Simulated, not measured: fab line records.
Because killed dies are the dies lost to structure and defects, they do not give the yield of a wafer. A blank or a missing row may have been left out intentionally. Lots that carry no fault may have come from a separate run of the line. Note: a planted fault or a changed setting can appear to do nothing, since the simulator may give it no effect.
One fault seen from 2 desks + flow rit cmos + every desk sees just its own numbers, and what lay behind them comes last

== FOR THE TOOL OWNER'S DESK: wet bench-03 ==
The tool's own readings at RIT_REOX_CLEAN_02 (cleans in SC2, time 600 s): means of the sampled wafers that have a number, for each lot that ran on this tool. Marked OUT: a lot whose mean sits more than 4 standard deviations from the usual mean, which makes it out of limits; the brackets give that distance.
Columns: A = run length s at RIT_REOX_CLEAN_02, usual 627 s; B = temp c at RIT_REOX_CLEAN_02, usual 74.99 C
| lot  | first seen here | A             | B     |
|------|-----------------|---------------|-------|
| L922 | day 2 18:05     | 626           | 74.99 |
| L923 | day 3 00:20     | 625           | 75.11 |
| L924 | day 3 04:38     | 625           | 74.95 |
| L926 | day 3 15:00     | 626           | 74.90 |
| L929 | day 4 06:32     | 628           | 75.06 |
| L930 | day 4 11:00     | 624           | 74.92 |
| L934 | day 5 06:27     | 449 (-56) OUT | 75.01 |
| L938 | day 6 02:01     | 451 (-55) OUT | 74.92 |
This desk finds L934, L938 out of limits, L934 being first, at day 5 06:27 (run length s at RIT_REOX_CLEAN_02). In limits: L922, L923, L924, L926, L929, L930.

== AT THE METROLOGY DESK ==
What the gauges read, lot by lot, whatever tool the lot ran on: means of the sampled wafers that have a number. Marked OUT: a lot whose mean sits more than 4 standard deviations from the usual mean, which makes it out of limits; the brackets give that distance.
Columns: A = NRETRO_TW at RIT_NRETRO_TW_MEAS_10, usual 1040
| lot  | first seen here | A    |
|------|-----------------|------|
| L921 | day 2 06:00     | 1047 |
| L922 | day 2 10:28     | 1045 |
| L923 | day 2 16:19     | 1058 |
| L924 | day 2 21:14     | 1044 |
| L925 | day 3 02:16     | 1043 |
| L926 | day 3 07:17     | 1032 |
| L927 | day 3 11:29     | 1032 |
| L928 | day 3 17:08     | 1046 |
| L929 | day 3 22:05     | 1043 |
| L930 | day 4 03:49     | 1033 |
| L934 | day 4 23:24     | 1036 |
| L938 | day 5 18:50     | 1040 |
| L941 | day 6 12:41     | 1033 |
| L943 | day 6 21:43     | 1036 |
Finding of this desk: none of the 14 lots has anything out of limits.

== PUT TOGETHER ==
The tool owner's desk could have raised an alarm at day 5 06:27, on L934, L938.
Nothing out of limits was seen by the metrology desk.
The metrology desk holds a record of L934, L938, inside its limits.
All the named lots went through RIT_REOX_CLEAN_02 on wet bench-03.

== WHAT HAD BEEN PUT IN BY THE SIMULATOR ==
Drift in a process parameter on wet bench-03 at RIT_REOX_CLEAN_02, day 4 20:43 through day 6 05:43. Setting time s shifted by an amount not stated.
Lots struck among those shown: L934, L938.
How many hours passed from the start of the fault until each desk's first out-of-limits reading: the tool owner's desk, 10.
